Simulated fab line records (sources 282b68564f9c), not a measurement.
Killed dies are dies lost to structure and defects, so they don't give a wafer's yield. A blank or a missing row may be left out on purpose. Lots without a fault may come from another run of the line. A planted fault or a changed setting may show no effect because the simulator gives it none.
Which tool was responsible? || flow rit-cmos || 6 lots with 18 wafers sampled at 2 steps, on a route of 202 steps

== WHAT THE GAUGES READ, wafer by wafer ==
RIT_NWELL_OVL_MEAS_06.
{"lot": "L553", "measured": "day 2 02:25", "on": "overlay-02", "NWELL_OVL (nm)": "2.2 2.6 2.2"}
{"lot": "L558", "measured": "day 3 04:21", "on": "overlay-02", "NWELL_OVL (nm)": "0.7 -0.6 1.2"}
{"lot": "L565", "measured": "day 4 14:58", "on": "overlay-02", "NWELL_OVL (nm)": "1.6 1.9 1.5"}
{"lot": "L570", "measured": "day 5 16:15", "on": "overlay-02", "NWELL_OVL (nm)": "2.2 2.2 2.4"}
{"lot": "L571", "measured": "day 5 23:15", "on": "overlay-02", "NWELL_OVL (nm)": "0.0 -0.2 0.4"}
{"lot": "L573", "measured": "day 6 07:53", "on": "overlay-01", "NWELL_OVL (nm)": "0.4 -0.4 -0.7"}

== WHICH TOOL RAN EACH LOT (tool, then ch and the chambers of the sampled wafers, then the start) ==
{"lot": "L553", "RIT_NWELL_EXPOSE_03": "iline-stepper-02 ch 0, day 2 02:00"}
{"lot": "L558", "RIT_NWELL_EXPOSE_03": "iline-stepper-01 ch 0, day 3 03:55"}
{"lot": "L565", "RIT_NWELL_EXPOSE_03": "iline-stepper-01 ch 0, day 4 14:31"}
{"lot": "L570", "RIT_NWELL_EXPOSE_03": "iline-stepper-02 ch 0, day 5 15:49"}
{"lot": "L571", "RIT_NWELL_EXPOSE_03": "iline-stepper-01 ch 0, day 5 22:46"}
{"lot": "L573", "RIT_NWELL_EXPOSE_03": "iline-stepper-01 ch 0, day 6 07:30"}
- RIT_NWELL_EXPOSE_03: exposes mask M2, target cd 43900 nm.

== THE ANSWER, worked out from the rows above alone ==
Rule: the lots themselves supply what counts as usual. The widest of any qualifying gaps counts: lots, ordered by their means at a reading, are off when they make up no more than a third of the lots, leave a main group of 4 or more, and stand apart from it by 3 or more times the standard deviation of that group's means. A main group whose means are all the same, to the digits that the tables above print for the reading, isn't used. Also off: a lot with no number at a reading for which 4 or more lots have one. The other lots that the step has rows for count as sound.
Nothing can be told from this: no lot is off at any reading shown.

== WHAT HAD BEEN PUT IN BY THE SIMULATOR ==
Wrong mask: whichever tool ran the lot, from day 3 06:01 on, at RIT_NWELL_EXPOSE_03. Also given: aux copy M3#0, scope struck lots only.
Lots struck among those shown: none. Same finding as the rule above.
